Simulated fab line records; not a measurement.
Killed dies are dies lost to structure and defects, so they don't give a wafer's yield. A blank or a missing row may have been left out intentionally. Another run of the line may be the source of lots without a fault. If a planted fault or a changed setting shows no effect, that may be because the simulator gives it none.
Comparing a struck lot with a sound one + flow rit_cmos + 43 out of 202 route steps
Sound: wafers L497.2, L497.3, L497.5. Struck: wafers L505.4, L505.6. (L505.3 of the same lot was not struck and is left out.) The cause comes at the end.
Order at every step that has rows: each side's tool, ch and its chambers, its first start. Under that, the readings that differ: sound wafers + struck wafers + difference of the means + sigmas: that difference in standard deviations of wafers without a fault.
alike: a reading whose means differ by less than 2 such deviations, as well as words and numbers matching on both sides. not compared: withheld readings; readings where some wafer has no value; bounds like >300 that might hide an equal value; numbers whose values overlap and for which the record gives no deviation.
Wherever a step has rows on one side only, a row that says differs or no value, or a row with sigmas, the two part there. When numbers do not overlap yet have no deviation, they are printed without sigmas and do not part them. A reading that every wafer of one side lacks parts them only if that side has two wafers or more.

first, 1 step without rows for these wafers: RIT_PSD_IMPLANT_08.
RIT_PSD_STRIP_09: strips in O2, time 180 s.
  sound on plasma_asher-03 ch 0, day 4 11:23; struck on plasma_asher-03 ch 0,1, day 6 12:58
  alike: drypump_motor_current_A
  not compared: rf_hours_counter_h
RIT_PSD_TW_MEAS_10:
  sound: film_metro-04 at day 4 11:34; struck: film_metro-02 at day 6 13:05
| reading | sound          | struck    | difference | sigmas |
|---------|----------------|-----------|------------|--------|
| PSD_TW  | 3448 3452 3435 | 3414 3409 | -34        | -2     |
then, 3 steps without rows for these wafers: RIT_SDANNEAL_CLEAN_00 (cleans in SC1, time 600 s); RIT_SDANNEAL_CLEAN_01 (cleans in dHF, time 30 s); RIT_SDANNEAL_CLEAN_02 (cleans in SC2, time 600 s).
RIT_SDANNEAL_RTA_03: time 5 s.
  sound on rtp_anneal-01 ch 0, day 4 12:01; struck on rtp_anneal-02 ch 0, day 6 13:31
  alike: wafer_temp_C_max
RIT_SDANNEAL_RS_MEAS_04: measures by four-point-probe.
  sound: film_metro-04 at day 4 12:05; struck: film_metro-01 at day 6 13:36
  alike: PSD_RS
RIT_SDANNEAL_RS_MEAS_05: measures by four-point-probe.
  sound: film_metro-04 at day 4 12:13; struck: film_metro-01 at day 6 13:43
  alike: NSD_RS
RIT_SDANNEAL_RS_MEAS_06: measures by four-point-probe.
  sound: film_metro-04 at day 4 12:20; struck: film_metro-01 at day 6 13:50
  alike: PLDD_RS
RIT_SDANNEAL_RS_MEAS_07: measures by four-point-probe.
  sound: film_metro-04 at day 4 12:27; struck: film_metro-01 at day 6 13:58
  alike: NLDD_RS
then, 1 step without rows for these wafers: RIT_SILICIDE_WET_ETCH_00 (etches SiO2 in BOE, target depth 14 nm, time 15 s).
RIT_SILICIDE_SPUTTER_01: material Ti, target thk 30 nm, time 240 s.
  sound: pvd_sputter-03 at day 4 12:34; struck: pvd_sputter-03 at day 6 14:03
  alike: throttle_valve_pct
RIT_SILICIDE_RS_MEAS_02: measures by four-point-probe.
  sound: film_metro-01 at day 4 12:44; struck: film_metro-03 at day 6 14:14
  alike: SILICIDE_TI_RS
RIT_SILICIDE_THK_MEAS_03: measures by xrf.
  sound: film_metro-01 at day 4 12:50; struck: film_metro-03 at day 6 14:20
  alike: SILICIDE_TI_THK
then, 2 steps without rows for these wafers: RIT_SILICIDE_RTA_04 (time 10 s, ramp up 5 s, ramp down 5 s); RIT_SILICIDE_WET_ETCH_05 (etches Ti in SPM, time 120 s).
RIT_SILICIDE_RTA_06: time 10 s, ramp up 5 s, ramp down 10 s.
  sound on rtp_anneal-01 ch 0, day 4 13:01; struck on rtp_anneal-01 ch 0, day 6 14:31
  alike: wafer_temp_C_max
RIT_CONTACT_CVD_00: deposits SiO2 from TEOS, target thk 400 nm, time 61 s.
  sound on pecvd-02 ch 1,2, day 4 13:04; struck on pecvd-03 ch 1,2, day 6 14:33
  alike: heater_power_w
RIT_CONTACT_THK_MEAS_01:
  sound: film_metro-03 at day 4 13:08; struck: film_metro-01 at day 6 14:38
  alike: CONTACT_TEOS_THK
then, 6 steps without rows for these wafers: RIT_CONTACT_HMDS_02 (prime time 60 s); RIT_CONTACT_COAT_03 (resist thk 1000 nm); RIT_CONTACT_SOFTBAKE_04 (time 60 s); RIT_CONTACT_EXPOSE_05 (exposes mask M11, target cd 1000 nm); RIT_CONTACT_PEB_06; RIT_CONTACT_DEVELOP_07 (develop time 120 s).
RIT_CONTACT_CD_MEAS_08: target cd 1000 nm.
  sound: cd_sem-01 at day 4 14:17; struck: cd_sem-01 at day 6 15:46
  alike: cd_nm
RIT_CONTACT_OVL_MEAS_09:
  sound: overlay-01 at day 4 14:23; struck: overlay-01 at day 6 15:52
  alike: CONTACT_OVL
then, 1 step without rows for these wafers: RIT_CONTACT_HARDBAKE_10 (time 60 s).
RIT_CONTACT_ETCH_11: etches SiO2 in CHF3/CF4/Ar, stops on TiSi2, target depth 480 nm, time 320 s.
  sound on rie_diel-01 ch 0,1,3, day 4 14:34; struck on rie_diel-01 ch 2, day 6 16:02
  alike: drypump_motor_current_A, oes_product_au, throttle_valve_pct
  not compared: rf_hours_counter_h
then, 1 step without rows for these wafers: RIT_CONTACT_STRIP_12 (strips in O2, time 180 s).
RIT_CONTACT_CD_MEAS_90: target cd 1000 nm.
  sound: cd_sem-01 at day 4 14:58; struck: cd_sem-01 at day 6 16:26
  alike: cd_nm
then, 3 steps without rows for these wafers: RIT_CONTACT_CLEAN_13 (cleans in SC1, time 600 s); RIT_CONTACT_CLEAN_14 (cleans in SC2, time 600 s); RIT_M1_SPUTTER_00 (material Al, target thk 400 nm, time 500 s).
RIT_M1_RS_MEAS_01: measures by four-point-probe.
  sound: film_metro-01 at day 4 15:47; struck: film_metro-01 at day 6 17:13
  alike: M1_AL_RS
RIT_M1_THK_MEAS_02: measures by xrf.
  sound: film_metro-01 at day 4 15:53; struck: film_metro-01 at day 6 17:19
  alike: M1_AL_THK
then, 5 steps without rows for these wafers: RIT_M1_HMDS_03 (prime time 60 s); RIT_M1_COAT_04 (resist thk 1300 nm); RIT_M1_SOFTBAKE_05 (time 60 s); RIT_M1_EXPOSE_06 (exposes mask M12, target cd 2600 nm); RIT_M1_PEB_07.
RIT_M1_PROBE_99:
  sound: prober-02 at day 4 20:34; struck: prober-02 at day 7 00:15
| reading             | sound  | struck                                            | difference                   | sigmas |
|---------------------|--------|---------------------------------------------------|------------------------------|--------|
| hold                | - - -  | await_dispo/2.3h/release await_dispo/2.3h/release | no value on the sound wafers |        |
| killed_at_front_end | 6 5 12 | 20 16                                             | +10                          | +4     |
| killed_dies         | 6 5 12 | 20 16                                             | +10                          | +4     |
| killed_on_rim       | 1 2 3  | 11 8                                              | +8                           | +7     |
  alike: killed_at_M0_to_M3, killed_open, killed_short

WHERE THEY PART
At RIT_PSD_TW_MEAS_10 first; at RIT_M1_PROBE_99 last (within this record only).

WHY: whatever the simulator had introduced
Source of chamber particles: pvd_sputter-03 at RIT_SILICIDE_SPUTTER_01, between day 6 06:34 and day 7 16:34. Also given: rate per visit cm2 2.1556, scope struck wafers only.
